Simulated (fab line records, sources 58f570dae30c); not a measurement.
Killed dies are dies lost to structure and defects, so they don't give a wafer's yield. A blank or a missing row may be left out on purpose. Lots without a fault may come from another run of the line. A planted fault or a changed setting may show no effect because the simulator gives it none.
fab line records | flow berkeley_cmos170 | part 1 of 2: steps 1 to 32 of 44
record lots=5 wafers=15 last_day=11
route steps=331 shown NWELL@14 PWELL@34 WELLDRIVE@55
lots that met no fault: from a run of the same line without faults
start_h: hours from the record's first day to the start of the lot's first wafer shown | wait_h: hours since the lot's step before | " the same as in the row above | L1.1+2: a row that stands for several wafers | - no value, or no start given | * or withheld: withheld | < > ~ a bound
route shown NAME@n: a module of which the file shows steps, and the number in the route of the first | usual: mean/standard deviation of fault-free wafers | same: alike in all rows | chamber/n: place in a boat | sites: the reading at each site | _std_site: their standard deviation | _edge_site: outer sites' mean less inner sites' | radius_mm: how far each site lies from the wafer's centre | mask NAME#n: copy n | behind: the tool/chamber that last shaped the wafer | hold: why the lot was held/for how many hours/how that ended | device: the transistor (n, p or np) that didn't switch | end of line: the same wafers' tests at the end of the route | a step without rows: its recipe alone | killed: dies lost to structure and defects at the first sort, not the wafer's yield | map: a wafer's dies, x killed, . not, _ none there
set.NAME: the setting as run; set.NAME@STEP: as run at that earlier step | model.NAME: the simulator's own value behind a step, which no gauge read
lots at some steps of the route; a table a step, a row a wafer
services: from which hour (start_h, from the record's first day; less than 0 if before it) a tool's chamber was out of use, for how many hours, and why
## steps
# step UCB170_NWELL_WET_ETCH_00
# recipe chemistry=dHF dilution=25:1 target=SiO2 temp_c=25 time_s=200
# columns lot.wafer tool chamber start_h wait_h
L082.2+3+6 wet_bench-01 1 67.04 0.1
L083.3+4+5 wet_bench-01 2 67.12 0.0
L089.2+3+4 wet_bench-02 2 94.28 0.4
L093.3+5+6 wet_bench-02 1 120.90 1.7
L094.3+4+5 wet_bench-02 0 120.90 1.2
# step UCB170_NWELL_OXIDATION_01
# recipe temp_c=1000 ambient=O2 target_thk_a=264 ox_time_s=1260
# columns lot.wafer tool chamber start_h wait_h
L082.2+3+6 furnace-01 0 73.43 6.3
L083.3+4+5 furnace-01 0 73.43 6.2
L089.2+3+4 furnace-01 0 98.80 4.4
L093.3+5+6 furnace-04 0 121.19 0.2
L094.3+4+5 furnace-04 0 121.19 0.2
# step UCB170_NWELL_THK_MEAS_02
# recipe reads=SiO2_of_NWELL_OXIDATION_01
# usual NWELL_OXIDE_THK=26.4/0.45
# columns lot.wafer tool chamber start_h wait_h NWELL_OXIDE_THK[nm]
L082.2 film_metro-01 - 74.79 0.0 26.0
L082.3 " - " " 26.1
L082.6 " - " " 25.9
L083.3 film_metro-03 - 74.80 0.0 26.7
L083.4 " - " " 26.0
L083.5 " - " " 26.1
L089.2 film_metro-01 - 100.18 0.0 26.5
L089.3 " - " " 26.7
L089.4 " - " " 26.5
L093.3 film_metro-04 - 122.56 0.0 26.6
L093.5 " - " " 26.8
L093.6 " - " " 26.5
L094.3 film_metro-01 - 122.56 0.0 26.6
L094.4 " - " " 26.7
L094.5 " - " " 26.9
# step UCB170_NWELL_ANNEAL_03
# recipe temp_c=1000 time_s=900 ambient=N2
# columns lot.wafer tool chamber start_h wait_h
L082.2+3+6 furnace-01 0 84.71 9.9
L083.3+4+5 furnace-01 0 84.71 9.9
L089.2+3+4 furnace-01 0 104.23 4.0
L093.3+5+6 furnace-02 0 123.22 0.7
L094.3+4+5 furnace-02 0 123.22 0.7
# step UCB170_NWELL_CVD_04
# recipe material=Si3N4 target_thk_nm=224 temp_c=800 precursor=SiH2Cl2/NH3 time_s=3212 pressure_mtorr=200 sih2cl2_flow_sccm=25 nh3_flow_sccm=75
# columns lot.wafer tool chamber start_h wait_h
L082.2+3+6 lpcvd-01 1 85.96 0.0
L083.3+4+5 lpcvd-01 1 85.96 0.0
L089.2+3+4 lpcvd-02 1 106.15 0.7
L093.3+5+6 lpcvd-02 1 125.19 0.7
L094.3+4+5 lpcvd-02 1 125.19 0.7
# step UCB170_NWELL_THK_MEAS_05
# recipe reads=Si3N4_of_NWELL_CVD_04
# usual NWELL_NITRIDE_THK=214.2/1.6
# columns lot.wafer tool chamber start_h wait_h NWELL_NITRIDE_THK[nm]
L082.2 film_metro-01 - 87.91 0.1 212.5
L082.3 " - " " 213.3
L082.6 " - " " 212.4
L083.3 film_metro-03 - 87.92 0.1 212.3
L083.4 " - " " 213.6
L083.5 " - " " 212.6
L089.2 film_metro-01 - 108.09 0.1 213.3
L089.3 " - " " 215.3
L089.4 " - " " 215.9
L093.3 film_metro-03 - 127.14 0.1 213.1
L093.5 " - " " 213.2
L093.6 " - " " 213.1
L094.3 film_metro-01 - 127.14 0.1 214.8
L094.4 " - " " 215.4
L094.5 " - " " 213.2
# step UCB170_NWELL_HMDS_06
# recipe prime_time_s=60 prime_temp_c=100
# columns lot.wafer tool chamber start_h wait_h
L082.2+3+6 litho_track-02 0 87.98 0.1
L083.3+4+5 litho_track-04 0 88.03 0.1
L089.2+3+4 litho_track-04 0 108.16 0.1
L093.3+5+6 litho_track-02 0 127.23 0.1
L094.3+4+5 litho_track-01 0 127.23 0.1
# step UCB170_NWELL_COAT_07
# recipe resist=KrF spin_rpm=1500 resist_thk_nm=900
# usual spin_speed_rpm=1500.1/0.78
# columns lot.wafer tool chamber start_h wait_h spin_speed_rpm
L082.2 litho_track-02 0 88.13 0.1 1498.8
L082.3 " 0 " " 1498.5
L082.6 " 0 " " 1499.0
L083.3 litho_track-04 0 88.18 0.1 1500.0
L083.4 " 0 " " 1498.7
L083.5 " 0 " " 1500.8
L089.2 litho_track-04 0 108.31 0.1 1500.0
L089.3 " 0 " " 1500.4
L089.4 " 0 " " 1500.1
L093.3 litho_track-02 0 127.38 0.1 1500.1
L093.5 " 0 " " 1500.9
L093.6 " 0 " " 1501.5
L094.3 litho_track-01 0 127.38 0.1 1499.5
L094.4 " 0 " " 1499.2
L094.5 " 0 " " 1500.3
# step UCB170_NWELL_SOFTBAKE_08
# recipe resist=KrF temp_c=130 time_s=60
# columns lot.wafer tool chamber start_h wait_h
L082.2+3+6 litho_track-02 0 88.28 0.1
L083.3+4+5 litho_track-04 0 88.33 0.1
L089.2+3+4 litho_track-04 0 108.46 0.1
L093.3+5+6 litho_track-02 0 127.53 0.1
L094.3+4+5 litho_track-01 0 127.53 0.1
# step UCB170_NWELL_EXPOSE_09
# recipe mask_id=NWELL target_cd_nm=3000 na=0.5 sigma_outer=0.6 source_shape=conventional dose_mj=25
# usual focus_offset_nm=-0.1/0.57 reticle_temp_C=23.00/0.11
# same na=0.5
# columns lot.wafer tool chamber start_h wait_h mask focus_offset_nm reticle_temp_C
L082.2 krf_scanner-01 0 88.42 0.1 NWELL#0 0.2 22.98
L082.3 " 0 " " NWELL#0 -0.5 23.04
L082.6 " 0 " " NWELL#0 0.1 23.21
L083.3 krf_scanner-02 0 88.69 0.3 NWELL#0 0.1 23.06
L083.4 " 0 " " NWELL#0 1.1 23.22
L083.5 " 0 " " NWELL#0 1.0 23.17
L089.2 krf_scanner-01 0 108.77 0.3 NWELL#0 -0.7 23.06
L089.3 " 0 " " NWELL#0 -0.2 23.03
L089.4 " 0 " " NWELL#0 -0.5 23.11
L094.3 krf_scanner-01 0 127.67 0.1 NWELL#0 0.0 22.84
L094.4 " 0 " " NWELL#0 -0.7 23.23
L094.5 " 0 " " NWELL#0 -0.2 22.93
L093.3 krf_scanner-02 0 127.92 0.4 NWELL#0 -0.1 22.93
L093.5 " 0 " " NWELL#0 1.4 22.96
L093.6 " 0 " " NWELL#0 -0.7 23.02
# step UCB170_NWELL_PEB_10
# recipe peb_temp_c=130 peb_time_s=withheld resist=KrF
# columns lot.wafer tool chamber start_h wait_h
L082.2+3+6 litho_track-01 0 88.55 0.1
L083.3+4+5 litho_track-04 0 88.81 0.1
L089.2+3+4 litho_track-01 0 109.26 0.5
L094.3+4+5 litho_track-04 0 127.95 0.3
L093.3+5+6 litho_track-01 0 128.13 0.2
# step UCB170_NWELL_DEVELOP_11
# recipe developer=TMAH develop_time_s=45 resist=KrF dev_temp_c=21
# usual developer_temp_C=21.01/0.12
# columns lot.wafer tool chamber start_h wait_h developer_temp_C
L082.2 litho_track-01 0 - - 20.82
L082.3 " 0 " " 20.94
L082.6 " 0 " " 21.02
L083.3 litho_track-04 0 - - 21.11
L083.4 " 0 " " 21.04
L083.5 " 0 " " 21.03
L089.2 litho_track-01 0 - - 21.06
L089.3 " 0 " " 21.10
L089.4 " 0 " " 21.22
L094.3 litho_track-04 0 - - 21.06
L094.4 " 0 " " 21.07
L094.5 " 0 " " 20.98
L093.3 litho_track-01 0 - - 20.90
L093.5 " 0 " " 20.97
L093.6 " 0 " " 20.86
# step UCB170_NWELL_OVL_MEAS_12
# usual NWELL_OVL=-3/5.7
# columns lot.wafer tool chamber start_h wait_h NWELL_OVL[nm]
L082.2 overlay-01 - 88.80 - 7
L082.3 " - " " 2
L082.6 " - " " 7
L083.3 overlay-01 - 89.05 - 4
L083.4 " - " " 0
L083.5 " - " " 7
L089.2 overlay-01 - 109.52 - 3
L089.3 " - " " -3
L089.4 " - " " -1
L094.3 overlay-01 - 128.19 - -3
L094.4 " - " " -8
L094.5 " - " " 1
L093.3 overlay-02 - 128.37 - -8
L093.5 " - " " -9
L093.6 " - " " -6
# step UCB170_NWELL_ETCH_13
# recipe chemistry=CH3F/Ar/O2 target=Si3N4 stop_on=SiO2 CH3F_flow_sccm=20 Ar_flow_sccm=50 O2_flow_sccm=7 pressure_mtorr=50 rf_w=450 target_depth_a=2464 over_etch_frac=0.1 time_s=154
# usual O2_flow_sccm=6.996/0.022 drypump_motor_current_A=5.6/0.38 oes_product_au=0.922/0.016 throttle_valve_pct=7.96/0.11
# columns lot.wafer tool chamber start_h wait_h O2_flow_sccm drypump_motor_current_A oes_product_au rf_hours_counter_h throttle_valve_pct
L082.2 rie_diel-02 3 88.83 0.0 7.006 5.4 0.936 70 7.93
L082.3 " 2 " " 7.004 6.2 0.919 111 7.79
L082.6 " 3 " " 6.993 5.4 0.940 - 7.92
L083.3 rie_diel-01 2 89.07 0.0 7.003 6.2 0.909 162 8.11
L083.4 " 3 " " 6.999 4.9 0.931 14 8.17
L083.5 " 3 " " 7.013 4.9 0.941 - 8.16
L089.2 rie_diel-03 0 109.55 0.0 6.988 5.4 0.899 57 7.88
L089.3 " 3 " " 7.010 5.6 0.941 29 7.85
L089.4 " 1 " " 7.002 6.0 0.924 152 7.99
L094.3 rie_diel-01 1 128.21 0.0 6.965 5.9 0.917 67 7.87
L094.4 " 0 " " 7.015 5.4 0.899 - 8.00
L094.5 " 3 " " 6.970 4.9 0.931 - 8.14
L093.3 rie_diel-03 0 128.40 0.0 7.026 5.4 0.890 58 7.87
L093.5 " 1 " " 7.006 6.0 0.931 - 8.00
L093.6 " 0 " " 7.023 5.4 0.902 - 7.87
# step UCB170_NWELL_IMPLANT_14
# recipe species=P dose_cm2=1e+13 energy_kev=150 tilt_deg=7
# usual beam_on_s=10.00/0.2
# columns lot.wafer tool chamber start_h wait_h beam_on_s
L082.2 implanter-02 0 88.96 0.1 9.98
L082.3 " 0 " " 10.00
L082.6 " 0 " " 9.79
L083.3 implanter-04 0 89.23 0.1 9.85
L083.4 " 0 " " 9.94
L083.5 " 0 " " 10.08
L089.2 implanter-03 0 109.68 0.1 9.93
L089.3 " 0 " " 10.36
L089.4 " 0 " " 10.07
L094.3 implanter-02 0 128.37 0.1 10.17
L094.4 " 0 " " 9.81
L094.5 " 0 " " 10.07
L093.3 implanter-04 0 128.55 0.1 9.97
L093.5 " 0 " " 9.81
L093.6 " 0 " " 10.18
# step UCB170_NWELL_STRIP_15
# recipe chemistry=O2 power_w=400 pressure_mtorr=3500 platen_temp_c=withheld o2_flow_sccm=400 overash_fraction=0.5
# usual drypump_motor_current_A=6.0/0.47 oes_product_au=0.721/0.0045 strip_time_to_endpoint_s=18.05/0.075
# columns lot.wafer tool chamber start_h wait_h drypump_motor_current_A oes_product_au rf_hours_counter_h strip_time_to_endpoint_s
L082.2 plasma_asher-01 0 89.09 0.1 6.0 0.724 37 17.99
L082.3 " 1 " " 6.6 0.724 - 17.98
L082.6 " 1 " " 6.6 0.726 - 18.01
L083.3 plasma_asher-03 1 89.36 0.1 5.9 0.710 - 18.02
L083.4 " 0 " " 5.9 0.715 - 18.12
L083.5 " 0 " " 5.9 0.720 - 18.14
L089.2 plasma_asher-04 1 109.80 0.1 5.3 0.719 29 18.09
L089.3 " 1 " " 5.3 0.713 - 18.14
L089.4 " 0 " " 6.5 0.720 - 18.10
L094.3 plasma_asher-01 0 128.50 0.1 6.0 0.717 - 17.97
L094.4 " 1 " " 6.5 0.716 - 18.07
L094.5 " 1 " " 6.5 0.724 - 18.00
L093.3 plasma_asher-04 0 128.68 0.1 6.5 0.717 - 17.98
L093.5 " 1 " " 5.3 0.722 - 18.00
L093.6 " 0 " " 6.5 0.727 - 17.96
# step UCB170_NWELL_TW_MEAS_16
# usual NWELL_TW=1245/5.4
# columns lot.wafer tool chamber start_h wait_h NWELL_TW
L082.2 film_metro-03 - 89.20 0.1 1234
L082.3 " - " " 1238
L082.6 " - " " 1238
L083.3 film_metro-04 - 89.45 0.1 1244
L083.4 " - " " 1250
L083.5 " - " " 1251
L089.2 film_metro-04 - 109.91 0.1 1251
L089.3 " - " " 1256
L089.4 " - " " 1252
L094.3 film_metro-04 - 128.59 0.1 1256
L094.4 " - " " 1254
L094.5 " - " " 1246
L093.3 film_metro-01 - 128.77 0.1 1242
L093.5 " - " " 1246
L093.6 " - " " 1237
# step UCB170_NWELL_CLEAN_17
# recipe chemistry=SPM temp_c=120 time_s=600
# columns lot.wafer tool chamber start_h wait_h
L082.2+3+6 wet_bench-02 0 89.34 0.1
L083.3+4+5 wet_bench-02 0 89.53 0.1
L089.2+3+4 wet_bench-02 0 109.96 0.0
L093.3+5+6 wet_bench-01 1 130.61 1.8
L094.3+4+5 wet_bench-01 2 130.61 2.0
# step UCB170_NWELL_WET_ETCH_18
# recipe chemistry=H3PO4 target=Si3N4 temp_c=160 time_s=14400
# columns lot.wafer tool chamber start_h wait_h
L082.2+3+6 wet_bench-02 3 89.72 0.2
L083.3+4+5 wet_bench-01 3 90.71 1.0
L089.2+3+4 wet_bench-03 1 110.14 0.0
L093.3+5+6 wet_bench-01 3 130.92 0.1
L094.3+4+5 wet_bench-01 3 130.92 0.1
# step UCB170_NWELL_WET_ETCH_19
# recipe chemistry=BOE dilution=5:1 target=SiO2 temp_c=25 time_s=22
# columns lot.wafer tool chamber start_h wait_h
L082.2+3+6 wet_bench-02 0 94.40 0.3
L083.3+4+5 wet_bench-02 0 101.10 2.4
L089.2+3+4 wet_bench-03 2 114.52 0.0
L093.3+5+6 wet_bench-02 2 135.29 0.0
L094.3+4+5 wet_bench-02 3 135.29 0.0
# step UCB170_PWELL_CLEAN_00
# recipe chemistry=SPM temp_c=120 time_s=600
# columns lot.wafer tool chamber start_h wait_h
L082.2+3+6 wet_bench-02 3 94.60 0.2
L083.3+4+5 wet_bench-02 2 101.47 0.4
L089.2+3+4 wet_bench-02 3 114.57 0.0
L093.3+5+6 wet_bench-01 3 135.30 0.0
L094.3+4+5 wet_bench-01 0 135.30 0.0
# step UCB170_PWELL_CLEAN_01
# recipe chemistry=dHF dilution=25:1 time_s=60
# columns lot.wafer tool chamber start_h wait_h
L082.2+3+6 wet_bench-02 1 95.01 0.2
L083.3+4+5 wet_bench-01 3 103.09 1.4
L089.2+3+4 wet_bench-03 0 114.76 0.0
L093.3+5+6 wet_bench-02 2 135.49 0.0
L094.3+4+5 wet_bench-02 0 135.49 0.0
# step UCB170_PWELL_OXIDATION_02
# recipe temp_c=1007 ambient=O2 target_thk_a=264 ox_time_s=1260
# columns lot.wafer tool chamber start_h wait_h
L082.2+3+6 furnace-03 0 100.11 5.1
L083.3+4+5 furnace-03 0 107.13 4.0
L089.2+3+4 furnace-01 0 119.61 4.8
L093.3+5+6 furnace-04 0 136.49 1.0
L094.3+4+5 furnace-04 0 136.49 1.0
# step UCB170_PWELL_THK_MEAS_03
# recipe reads=SiO2_of_PWELL_OXIDATION_02
# usual PWELL_OXIDE_THK=28.2/0.46
# columns lot.wafer tool chamber start_h wait_h PWELL_OXIDE_THK[nm]
L082.2 film_metro-02 - 101.47 0.0 27.9
L082.3 " - " " 27.7
L082.6 " - " " 28.0
L083.3 film_metro-02 - 108.50 0.0 28.2
L083.4 " - " " 28.1
L083.5 " - " " 28.5
L089.2 film_metro-01 - 120.97 0.0 28.3
L089.3 " - " " 28.5
L089.4 " - " " 28.2
L093.3 film_metro-04 - 137.86 0.0 28.5
L093.5 " - " " 28.4
L093.6 " - " " 29.2
L094.3 film_metro-01 - 137.87 0.0 28.1
L094.4 " - " " 28.0
L094.5 " - " " 27.8
# step UCB170_PWELL_ANNEAL_04
# recipe temp_c=1000 time_s=900 ambient=N2
# columns lot.wafer tool chamber start_h wait_h
L082.2+3+6 furnace-01 0 105.48 4.0
L083.3+4+5 furnace-03 0 111.06 2.6
L089.2+3+4 furnace-03 0 122.21 1.2
L093.3+5+6 furnace-03 0 139.20 1.3
L094.3+4+5 furnace-03 0 139.20 1.3
# step UCB170_PWELL_CVD_05
# recipe material=Si3N4 target_thk_nm=220 temp_c=800 precursor=SiH2Cl2/NH3 time_s=3300 pressure_mtorr=200 sih2cl2_flow_sccm=25 nh3_flow_sccm=75
# columns lot.wafer tool chamber start_h wait_h
L082.2+3+6 lpcvd-01 1 106.73 0.0
L083.3+4+5 lpcvd-02 0 112.31 0.0
L089.2+3+4 lpcvd-01 0 123.46 0.0
L093.3+5+6 lpcvd-01 0 142.01 1.6
L094.3+4+5 lpcvd-01 1 142.01 1.6
# step UCB170_PWELL_THK_MEAS_06
# recipe reads=Si3N4_of_PWELL_CVD_05
# usual PWELL_NITRIDE_THK=220.6/2.1
# columns lot.wafer tool chamber start_h wait_h PWELL_NITRIDE_THK[nm]
L082.2 film_metro-04 - 108.66 0.0 221.7
L082.3 " - " " 220.8
L082.6 " - " " 222.4
L083.3 film_metro-01 - 114.25 0.0 219.4
L083.4 " - " " 218.2
L083.5 " - " " 219.6
L089.2 film_metro-02 - 125.39 0.0 220.2
L089.3 " - " " 221.7
L089.4 " - " " 219.3
L093.3 film_metro-01 - 143.95 0.0 220.1
L093.5 " - " " 219.6
L093.6 " - " " 219.8
L094.3 film_metro-02 - 143.95 0.0 217.0
L094.4 " - " " 216.9
L094.5 " - " " 217.8
# step UCB170_PWELL_HMDS_07
# recipe prime_time_s=60 prime_temp_c=100
# columns lot.wafer tool chamber start_h wait_h
L082.2+3+6 litho_track-04 0 109.06 0.4
L083.3+4+5 litho_track-04 0 114.34 0.1
L089.2+3+4 litho_track-02 0 125.80 0.4
L093.3+5+6 litho_track-04 0 144.27 0.3
L094.3+4+5 litho_track-03 0 144.32 0.4
# step UCB170_PWELL_COAT_08
# recipe resist=KrF spin_rpm=1500 resist_thk_nm=900
# usual spin_speed_rpm=1500.0/1.1
# columns lot.wafer tool chamber start_h wait_h spin_speed_rpm
L082.2 litho_track-04 0 109.21 0.1 1500.2
L082.3 " 0 " " 1499.9
L082.6 " 0 " " 1501.5
L083.3 litho_track-04 0 114.49 0.1 1499.9
L083.4 " 0 " " 1500.5
L083.5 " 0 " " 1498.8
L089.2 litho_track-02 0 125.94 0.1 1498.4
L089.3 " 0 " " 1498.2
L089.4 " 0 " " 1499.2
L093.3 litho_track-04 0 144.42 0.1 1501.6
L093.5 " 0 " " 1500.5
L093.6 " 0 " " 1500.8
L094.3 litho_track-03 0 144.47 0.1 1500.1
L094.4 " 0 " " 1499.4
L094.5 " 0 " " 1499.7
# step UCB170_PWELL_SOFTBAKE_09
# recipe resist=KrF temp_c=130 time_s=60
# columns lot.wafer tool chamber start_h wait_h
L082.2+3+6 litho_track-04 0 109.36 0.1
L083.3+4+5 litho_track-04 0 114.64 0.1
L089.2+3+4 litho_track-02 0 126.09 0.1
L093.3+5+6 litho_track-04 0 144.57 0.1
L094.3+4+5 litho_track-03 0 144.62 0.1
# step UCB170_PWELL_EXPOSE_10
# recipe mask_id=PWELL target_cd_nm=3000 na=0.5 sigma_outer=0.6 source_shape=conventional dose_mj=19
# usual focus_offset_nm=0.0/0.54 reticle_temp_C=23.00/0.11
# same na=0.5
# columns lot.wafer tool chamber start_h wait_h mask focus_offset_nm reticle_temp_C
L082.2 krf_scanner-02 0 109.51 0.1 PWELL#0 -0.3 23.04
L082.3 " 0 " " PWELL#0 -0.9 22.98
L082.6 " 0 " " PWELL#0 -0.6 23.15
L083.3 krf_scanner-02 0 114.90 0.2 PWELL#0 0.1 22.80
L083.4 " 0 " " PWELL#0 -0.3 23.07
L083.5 " 0 " " PWELL#0 0.6 23.03
L089.2 krf_scanner-01 0 126.48 0.4 PWELL#0 0.3 23.07
L089.3 " 0 " " PWELL#0 -0.5 23.19
L089.4 " 0 " " PWELL#0 0.0 23.16
L093.3 krf_scanner-01 0 144.71 0.1 PWELL#0 0.5 22.90
L093.5 " 0 " " PWELL#0 0.7 22.99
L093.6 " 0 " " PWELL#0 -0.1 22.96
L094.3 krf_scanner-02 0 144.97 0.3 PWELL#0 -0.3 23.22
L094.4 " 0 " " PWELL#0 0.5 23.02
L094.5 " 0 " " PWELL#0 -0.4 23.02
# step UCB170_PWELL_PEB_11
# recipe peb_temp_c=130 peb_time_s=withheld resist=KrF
# columns lot.wafer tool chamber start_h wait_h
L082.2+3+6 litho_track-02 0 109.81 0.3
L083.3+4+5 litho_track-02 0 115.35 0.4
L089.2+3+4 litho_track-03 0 126.93 0.4
L093.3+5+6 litho_track-04 0 145.17 0.4
L094.3+4+5 litho_track-04 0 145.44 0.5
